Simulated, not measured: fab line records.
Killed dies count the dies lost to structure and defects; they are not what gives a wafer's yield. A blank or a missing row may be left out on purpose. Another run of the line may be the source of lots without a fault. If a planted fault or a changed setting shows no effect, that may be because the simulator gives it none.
fab line records | flow rit-cmos
[record] lots = 15 wafers = 45 last-day = 7
route steps=202 shown ACTIVE@1 NWELL@34 M1@202
lots that met no fault: taken from a fault-free run of the same line
start-h: hours from the record's opening day to when the first of the lot's shown wafers began | wait-h: hours from the lot's prior step to this one | " the same as in the row above | L1.1+2: several wafers, shown together as one row | - no value present, or no start provided | * or withheld: withheld | < > ~ a bound
route shown NAME@n: names a module that has steps shown in the file, with the first one's number in the route | usual: mean/standard deviation of fault-free wafers | same: alike in all rows | chamber/n: place in a boat | sites: each site's reading | _std_site: standard deviation of those values | _edge_site: the outer-site mean with the inner-site mean subtracted | radius-mm: for every site, how far away it sits from the centre of the wafer | mask NAME#n: copy n | behind: the tool/chamber that last shaped the wafer | hold: why the lot went on hold/how many hours it stayed there/how the hold came to an end | device: transistor that didn't switch, given as n, p or np | end of line: the tests these same wafers got at the end of their route | for a step that has no rows: nothing shown but its recipe | killed: dies that structure and defects cost at the first sort, which is not the same as the wafer's yield | map: a wafer's dies, x killed, . not, _ none there
set.NAME: the setting that was run; set.NAME@STEP: the one run at that earlier step | model.NAME: the simulator's own value behind a step, which no gauge read
one table for each step of the route and one row for each wafer, over a sample of lots
[[steps]]
[step RIT_ACTIVE_BOW_MEAS_00]
[recipe] mode = bow
[usual] INCOMING_BOW = 0/6.7
// columns lot.wafer tool chamber start-h wait-h INCOMING_BOW[um]
L136.4 film-metro-02 - 10.06 - -12
L136.5 " - " " -8
L136.6 " - " " -11
L138.1 film-metro-03 - 20.00 - 3
L138.5 " - " " -9
L138.6 " - " " 10
L139.2 film-metro-04 - 25.02 - -3
L139.4 " - " " 4
L139.6 " - " " -1
L140.2 film-metro-04 - 30.02 - -7
L140.4 " - " " 13
L140.5 " - " " -3
L141.1 film-metro-02 - 35.00 - -8
L141.4 " - " " 4
L141.6 " - " " 1
L142.1 film-metro-04 - 40.00 - -4
L142.3 " - " " 2
L142.5 " - " " -5
L144.1 film-metro-04 - 50.00 - -4
L144.4 " - " " -11
L144.6 " - " " 1
L147.1 film-metro-04 - 65.00 - -8
L147.2 " - " " 0
L147.5 " - " " 8
L149.2 film-metro-03 - 75.02 - 2
L149.3 " - " " 7
L149.5 " - " " -1
L150.1 film-metro-02 - 80.00 - -9
L150.5 " - " " 2
L150.6 " - " " 3
L152.1 film-metro-04 - 90.00 - 5
L152.2 " - " " -9
L152.6 " - " " 8
L154.2 film-metro-02 - 100.02 - -4
L154.3 " - " " 2
L154.4 " - " " -7
L155.1 film-metro-04 - 105.00 - -5
L155.2 " - " " -8
L155.4 " - " " 9
L157.1 film-metro-03 - 115.00 - -3
L157.4 " - " " 10
L157.6 " - " " 12
L159.2 film-metro-03 - 125.02 - 11
L159.3 " - " " -2
L159.4 " - " " -8
[step RIT_ACTIVE_COAT_06]
[recipe] resist = NOVOLAK spin-rpm = 3250 resist-thk-nm = 1000
[usual] spin-speed-rpm = 3250.2/2.2
// columns lot.wafer tool chamber start-h wait-h spin-speed-rpm
L136.4 litho-track-01 0 13.90 0.1 3248.1
L136.5 " 0 " " 3245.8
L136.6 " 0 " " 3246.9
L138.1 litho-track-04 0 26.66 0.1 3248.9
L138.5 " 0 " " 3251.3
L138.6 " 0 " " 3252.8
L139.2 litho-track-01 0 29.30 0.1 3252.5
L139.4 " 0 " " 3250.8
L139.6 " 0 " " 3249.0
L140.2 litho-track-01 0 34.90 0.1 3250.8
L140.4 " 0 " " 3250.1
L140.5 " 0 " " 3247.4
L141.1 litho-track-01 0 41.90 0.1 3474.5
L141.4 " 0 " " 3475.2
L141.6 " 0 " " 3473.7
L142.1 litho-track-01 0 44.90 0.1 3471.2
L142.3 " 0 " " 3471.7
L142.5 " 0 " " 3472.3
L144.1 litho-track-01 0 55.61 0.1 3469.6
L144.4 " 0 " " 3472.7
L144.6 " 0 " " 3476.5
L147.1 litho-track-04 0 69.96 0.1 3249.3
L147.2 " 0 " " 3249.8
L147.5 " 0 " " 3249.0
L149.2 litho-track-04 0 79.88 0.1 3250.8
L149.3 " 0 " " 3252.4
L149.5 " 0 " " 3250.7
L150.1 litho-track-03 0 86.43 0.1 3246.6
L150.5 " 0 " " 3246.6
L150.6 " 0 " " 3248.1
L152.1 litho-track-03 0 94.71 0.1 3252.6
L152.2 " 0 " " 3251.3
L152.6 " 0 " " 3253.1
L154.2 litho-track-04 0 104.32 0.1 3249.5
L154.3 " 0 " " 3246.3
L154.4 " 0 " " 3249.7
L155.1 litho-track-03 0 109.99 0.1 3247.0
L155.2 " 0 " " 3247.7
L155.4 " 0 " " 3247.6
L157.1 litho-track-04 0 119.45 0.1 3248.3
L157.4 " 0 " " 3247.5
L157.6 " 0 " " 3249.2
L159.2 litho-track-03 0 130.64 0.1 3246.7
L159.3 " 0 " " 3249.6
L159.4 " 0 " " 3249.4
[step RIT_ACTIVE_CD_MEAS_11]
[recipe] target-cd-nm = 1400
[usual] cd-nm = 1400.1/2.6
// columns lot.wafer tool chamber start-h wait-h cd-nm
L136.4 cd-sem-02 - 14.71 - 1398.2
L136.5 " - " " 1400.5
L136.6 " - " " 1397.8
L138.1 cd-sem-01 - 27.36 - 1398.7
L138.5 " - " " 1400.6
L138.6 " - " " 1398.5
L139.2 cd-sem-01 - 29.99 - 1398.1
L139.4 " - " " 1398.6
L139.6 " - " " 1398.5
L140.2 cd-sem-02 - 35.60 - 1400.8
L140.4 " - " " 1401.1
L140.5 " - " " 1400.4
L141.1 cd-sem-01 - 42.72 - 1395.7
L141.4 " - " " 1392.5
L141.6 " - " " 1394.7
L142.1 cd-sem-01 - 45.66 - 1397.4
L142.3 " - " " 1399.0
L142.5 " - " " 1399.2
L144.1 cd-sem-01 - 56.44 - 1396.2
L144.4 " - " " 1397.5
L144.6 " - " " 1399.8
L147.1 cd-sem-02 - 70.66 - 1401.9
L147.2 " - " " 1401.8
L147.5 " - " " 1402.0
L149.2 cd-sem-02 - 81.22 - 1401.0
L149.3 " - " " 1404.4
L149.5 " - " " 1403.5
L150.1 cd-sem-01 - 87.25 - 1398.7
L150.5 " - " " 1399.0
L150.6 " - " " 1397.1
L152.1 cd-sem-02 - 95.41 - 1400.4
L152.2 " - " " 1398.5
L152.6 " - " " 1399.1
L154.2 cd-sem-02 - 105.01 - 1404.9
L154.3 " - " " 1403.7
L154.4 " - " " 1405.2
L155.1 cd-sem-01 - 110.69 - 1397.7
L155.2 " - " " 1399.1
L155.4 " - " " 1399.7
L157.1 cd-sem-02 - 120.15 - 1399.4
L157.4 " - " " 1399.6
L157.6 " - " " 1397.7
L159.2 cd-sem-02 - 131.46 - 1396.6
L159.3 " - " " 1395.9
L159.4 " - " " 1396.1
[step RIT_NWELL_OVL_MEAS_06]
[usual] NWELL_OVL = 0.6/1.5
// columns lot.wafer tool chamber start-h wait-h NWELL_OVL[nm]
L136.4 overlay-01 - 25.93 - 0.3
L136.5 " - " " -1.7
L136.6 " - " " 0.3
L138.1 overlay-02 - 33.20 - -1.4
L138.5 " - " " -1.5
L138.6 " - " " -1.9
L140.2 overlay-02 - 44.03 - 1.9
L140.4 " - " " 1.4
L140.5 " - " " 0.3
L139.2 overlay-01 - 44.14 - 0.3
L139.4 " - " " 2.1
L139.6 " - " " 2.5
L141.1 overlay-01 - 48.54 - -0.6
L141.4 " - " " -1.4
L141.6 " - " " 2.5
L142.1 overlay-02 - 54.46 - 4.6
L142.3 " - " " 2.6
L142.5 " - " " 2.5
L144.1 overlay-01 - 62.49 - 1.6
L144.4 " - " " 0.9
L144.6 " - " " -0.1
L147.1 overlay-01 - 81.06 - 0.1
L147.2 " - " " 0.2
L147.5 " - " " 0.8
L149.2 overlay-02 - 91.24 - 0.5
L149.3 " - " " -3.1
L149.5 " - " " 1.0
L150.1 overlay-02 - 94.54 - -4.4
L150.5 " - " " -2.9
L150.6 " - " " -1.6
L152.1 overlay-01 - 103.12 - 1.0
L152.2 " - " " 2.2
L152.6 " - " " -0.7
L154.2 overlay-01 - 113.83 - 1.1
L154.3 " - " " -0.6
L154.4 " - " " -1.6
L155.1 overlay-02 - 118.68 - 1.7
L155.2 " - " " 0.5
L155.4 " - " " 1.3
L157.1 overlay-02 - 128.31 - 2.7
L157.4 " - " " 1.2
L157.6 " - " " 2.7
L159.2 overlay-01 - 140.49 - 1.0
L159.3 " - " " -1.3
L159.4 " - " " -0.4
[step RIT_M1_PROBE_99]
[usual] killed_at_M0_to_M3 = 0.0/0.12 killed-at-front-end = 6.5/2.8 killed-dies = 6.5/2.8 killed-open = 3.2/1.8 killed-short = 3.3/2
[same] gross-dies = 264 killed_at_M4_up = 0 killed-at-back-side = 0 killed-at-contacts = 0 killed-at-other = 0
// columns lot.wafer tool chamber start-h wait-h killed_at_M0_to_M3 killed-at-front-end killed-dies killed-open killed-short
L136.4 prober-01 - 68.54 0.2 0 7 7 4 2
L136.5 prober-01 - 68.59 0.2 0 5 5 4 1
L136.6 prober-01 - 68.64 0.2 0 5 5 3 1
L138.1 prober-01 - 78.41 0.1 0 7 7 5 2
L138.5 prober-01 - 78.61 0.2 0 4 4 2 2
L138.6 prober-01 - 78.66 0.2 0 8 8 4 4
L140.2 prober-02 - 83.11 0.1 0 3 3 1 2
L140.4 prober-02 - 83.21 0.2 0 9 9 4 5
L140.5 prober-02 - 83.26 0.2 0 7 7 4 3
L139.2 prober-01 - 84.61 0.1 0 6 6 2 4
L139.4 prober-01 - 84.71 0.2 0 4 4 4 0
L139.6 prober-01 - 84.81 0.2 0 8 8 5 3
L141.1 prober-02 - 91.57 0.1 0 7 7 4 3
L141.4 prober-02 - 91.72 0.2 0 5 5 2 3
L141.6 prober-02 - 91.82 0.2 0 10 10 4 6
L142.1 prober-01 - 95.31 0.1 0 2 2 2 0
L142.3 prober-01 - 95.41 0.2 0 5 5 3 2
L142.5 prober-01 - 95.51 0.2 0 4 4 3 1
L144.1 prober-01 - 104.75 0.1 0 8 8 6 2
L144.4 prober-01 - 104.90 0.2 0 10 10 6 4
L147.1 prober-02 - 122.15 0.1 0 11 11 6 5
L147.2 prober-02 - 122.20 0.1 0 5 5 2 3
L147.5 prober-02 - 122.35 0.2 0 8 8 5 3
L149.2 prober-02 - 131.11 0.1 0 9 9 4 5
L149.3 prober-02 - 131.16 0.2 0 2 2 2 0
L149.5 prober-02 - 131.26 0.2 0 4 4 1 3
L150.1 prober-02 - 139.63 0.1 0 11 11 7 4
L150.5 prober-02 - 139.83 0.2 0 4 4 1 3
L150.6 prober-02 - 139.88 0.2 0 7 7 4 3
L152.1 prober-01 - 143.60 0.1 0 6 6 5 1
L152.2 prober-01 - 143.65 0.1 0 6 6 2 4
L152.6 prober-01 - 143.85 0.2 0 7 7 4 3
L154.2 prober-01 - 153.14 0.1 0 5 5 0 5
L154.3 prober-01 - 153.19 0.2 0 3 3 2 1
L154.4 prober-01 - 153.24 0.2 0 5 5 1 4
L155.1 prober-02 - 158.73 0.1 0 5 5 2 3
L155.2 prober-02 - 158.78 0.1 0 7 7 3 4
L155.4 prober-02 - 158.88 0.2 0 6 6 2 4
L157.1 prober-02 - 165.61 0.1 0 7 7 4 3
L157.4 prober-02 - 165.76 0.2 0 6 6 2 4
L157.6 prober-02 - 165.86 0.2 1 4 5 2 3
L159.2 prober-02 - 177.58 0.1 0 9 9 4 5
L159.3 prober-02 - 177.63 0.2 0 0 0 0 0
L159.4 prober-02 - 177.68 0.2 0 8 8 2 6
// killed by level:class
L136.4 FOX1:geometric-particle:open=1 FOX2:geometric-particle:open=1 GATE:geometric-particle:open=1 REOX:geometric-particle:short=1 SPACER:geometric-particle:open=1 SPACER:geometric-particle:short=1 PLDD:coat-microbubble-printed=1
L136.5 GATE:geometric-particle:open=2 FOX2:geometric-particle:open=1 REOX:geometric-particle:open=1 SILICIDE:geometric-particle:short=1
L136.6 FOX2:geometric-particle:open=1 GATE:geometric-particle:short=1 GATE:geometric-particle:open=1 SPACER:geometric-particle:open=1 PLDD:coat-microbubble-printed=1
L138.1 GATE:geometric-particle:open=3 FOX1:geometric-particle:short=1 REOX:geometric-particle:short=1 SPACER:geometric-particle:open=1 SILICIDE:geometric-particle:open=1
L138.5 FOX1:geometric-particle:short=2 GATE:geometric-particle:open=1 SILICIDE:geometric-particle:open=1
L138.6 GATE:geometric-particle:short=2 ACTIVE:geometric-particle:open=1 FOX1:geometric-particle:open=1 GATE:geometric-particle:open=1 REOX:geometric-particle:short=1 SILICIDE:geometric-particle:short=1 SILICIDE:geometric-particle:open=1
L140.2 FOX2:geometric-particle:short=1 GATE:geometric-particle:short=1 GATE:geometric-particle:open=1
L140.4 FOX1:geometric-particle:open=2 REOX:geometric-particle:short=2 FOX2:geometric-particle:short=1 GATE:geometric-particle:short=1 GATE:geometric-particle:open=1 SILICIDE:geometric-particle:short=1 SILICIDE:geometric-particle:open=1
L140.5 GATE:geometric-particle:open=3 GATE:geometric-particle:short=2 FOX2:geometric-particle:short=1 SPACER:geometric-particle:open=1
L139.2 FOX2:geometric-particle:open=2 REOX:geometric-particle:short=2 GATE:geometric-particle:short=1 SILICIDE:geometric-particle:short=1
L139.4 REOX:geometric-particle:open=2 SPACER:geometric-particle:open=2
L139.6 SPACER:geometric-particle:open=2 FOX1:geometric-particle:short=1 FOX2:geometric-particle:open=1 GATE:geometric-particle:open=1 GATE:geometric-particle:short=1 SILICIDE:geometric-particle:open=1 SILICIDE:geometric-particle:short=1
L141.1 GATE:geometric-particle:open=2 FOX2:geometric-particle:open=1 GATE:geometric-particle:short=1 SPACER:geometric-particle:short=1 SILICIDE:geometric-particle:short=1 SILICIDE:geometric-particle:open=1
L141.4 FOX2:geometric-particle:open=1 FOX2:geometric-particle:short=1 GATE:geometric-particle:short=1 GATE:geometric-particle:open=1 SPACER:geometric-particle:short=1
L141.6 GATE:geometric-particle:short=4 GATE:geometric-particle:open=2 FOX2:geometric-particle:open=1 SPACER:geometric-particle:short=1 SILICIDE:geometric-particle:short=1 SILICIDE:geometric-particle:open=1
L142.1 GATE:geometric-particle:open=2
L142.3 FOX1:geometric-particle:open=2 FOX1:geometric-particle:short=1 FOX2:geometric-particle:open=1 REOX:geometric-particle:short=1
L142.5 GATE:geometric-particle:open=2 FOX2:geometric-particle:short=1 SILICIDE:geometric-particle:open=1
L144.1 GATE:geometric-particle:open=3 FOX1:geometric-particle:open=1 FOX2:geometric-particle:open=1 REOX:geometric-particle:short=1 REOX:geometric-particle:open=1 SPACER:geometric-particle:short=1
L144.4 FOX1:geometric-particle:short=2 GATE:geometric-particle:open=2 SILICIDE:geometric-particle:open=2 FOX1:geometric-particle:open=1 REOX:geometric-particle:short=1 SPACER:geometric-particle:short=1 SPACER:geometric-particle:open=1
L147.1 GATE:geometric-particle:open=2 REOX:geometric-particle:short=2 SPACER:geometric-particle:short=2 SPACER:geometric-particle:open=2 FOX1:geometric-particle:open=1 GATE:geometric-particle:short=1 SILICIDE:geometric-particle:open=1
L147.2 SPACER:geometric-particle:open=2 GATE:geometric-particle:short=1 SPACER:geometric-particle:short=1 SILICIDE:geometric-particle:short=1
L147.5 GATE:geometric-particle:short=2 SILICIDE:geometric-particle:open=2 GATE:geometric-particle:open=1 REOX:geometric-particle:open=1 SPACER:geometric-particle:open=1 SPACER:geometric-particle:short=1
L149.2 FOX1:geometric-particle:open=3 FOX1:geometric-particle:short=3 GATE:geometric-particle:open=1 GATE:geometric-particle:short=1 SILICIDE:geometric-particle:short=1
L149.3 GATE:geometric-particle:open=1 REOX:geometric-particle:open=1
L149.5 FOX1:geometric-particle:short=2 GATE:geometric-particle:short=1 SILICIDE:geometric-particle:open=1
L150.1 GATE:geometric-particle:open=2 REOX:geometric-particle:open=2 SPACER:geometric-particle:open=2 SPACER:geometric-particle:short=2 FOX1:geometric-particle:short=1 GATE:geometric-particle:short=1 SILICIDE:geometric-particle:open=1
L150.5 FOX1:geometric-particle:short=1 FOX2:geometric-particle:short=1 REOX:geometric-particle:short=1 SILICIDE:geometric-particle:open=1
L150.6 GATE:geometric-particle:short=2 SPACER:geometric-particle:open=2 GATE:geometric-particle:open=1 REOX:geometric-particle:short=1 SILICIDE:geometric-particle:open=1
L152.1 GATE:geometric-particle:open=4 GATE:geometric-particle:short=1 SILICIDE:geometric-particle:open=1
L152.2 GATE:geometric-particle:short=4 GATE:geometric-particle:open=1 REOX:geometric-particle:open=1
L152.6 GATE:geometric-particle:open=3 GATE:geometric-particle:short=2 FOX1:geometric-particle:short=1 SILICIDE:geometric-particle:open=1
L154.2 SILICIDE:geometric-particle:short=2 FOX1:geometric-particle:short=1 FOX2:geometric-particle:short=1 GATE:geometric-particle:short=1
L154.3 FOX1:geometric-particle:open=1 FOX2:geometric-particle:short=1 GATE:geometric-particle:open=1
L154.4 GATE:geometric-particle:short=2 FOX1:geometric-particle:short=1 FOX2:geometric-particle:open=1 REOX:geometric-particle:short=1
L155.1 REOX:geometric-particle:short=2 FOX1:geometric-particle:open=1 GATE:geometric-particle:short=1 REOX:geometric-particle:open=1
L155.2 GATE:geometric-particle:short=3 GATE:geometric-particle:open=2 REOX:geometric-particle:open=1 SPACER:geometric-particle:short=1
L155.4 REOX:geometric-particle:short=2 FOX1:geometric-particle:short=1 GATE:geometric-particle:open=1 GATE:geometric-particle:short=1 REOX:geometric-particle:open=1
L157.1 GATE:geometric-particle:short=2 FOX1:geometric-particle:open=1 GATE:geometric-particle:open=1 REOX:geometric-particle:open=1 SPACER:geometric-particle:short=1 SILICIDE:geometric-particle:open=1
L157.4 SILICIDE:geometric-particle:short=2 FOX1:geometric-particle:short=1 FOX1:geometric-particle:open=1 GATE:geometric-particle:short=1 GATE:geometric-particle:open=1
L157.6 GATE:geometric-particle:short=1 GATE:geometric-particle:open=1 SPACER:geometric-particle:open=1 SPACER:geometric-particle:short=1 M1:geometric-particle:short=1
L159.2 GATE:geometric-particle:short=4 SILICIDE:geometric-particle:open=2 GATE:geometric-particle:open=1 REOX:geometric-particle:open=1 SPACER:geometric-particle:short=1
L159.4 GATE:geometric-particle:short=2 REOX:geometric-particle:short=2 FOX2:geometric-particle:short=1 FOX2:geometric-particle:open=1 REOX:geometric-particle:open=1 SPACER:geometric-particle:short=1
[[key]]
[first-sign] step = RIT_ACTIVE_COAT_06 reading = spin-speed-rpm direction = up sigmas = 99+ usual = 3250.2 struck = 3473.0
[effect] step = RIT_ACTIVE_CD_MEAS_11 reading = cd-nm direction = down sigmas = 1.2 usual = 1400.1 struck = 1396.9
met-at RIT_ACTIVE_COAT_06
struck-lots L141,L142,L144
rows-end L144.6
tester-left-out L141,L142,L144
not-acting-at RIT_ACTIVE_BOW_MEAS_00,RIT_ACTIVE_CD_MEAS_11,RIT_NWELL_OVL_MEAS_06
onset-between 34.90 41.90
[fault] kind = process-parameter-drift tool = litho-track-01 chamber = - onset-h = 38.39 steps = RIT_ACTIVE_COAT_06 channel = spin-rpm offset = 220.9 shape = step end-h = 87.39 acts-in = these-recipes-only stated = 3250
// tester-left-out: of these lots the tester's yield and bins aren't shown, on N5 and GAA mostly nor the transistor test; their killed dies are dies lost to structure and defects alone, not to doping, threshold or leakage, so they don't give the yield
// rows-end: these wafers met a further fault down the route, and their rows from its step on are left out
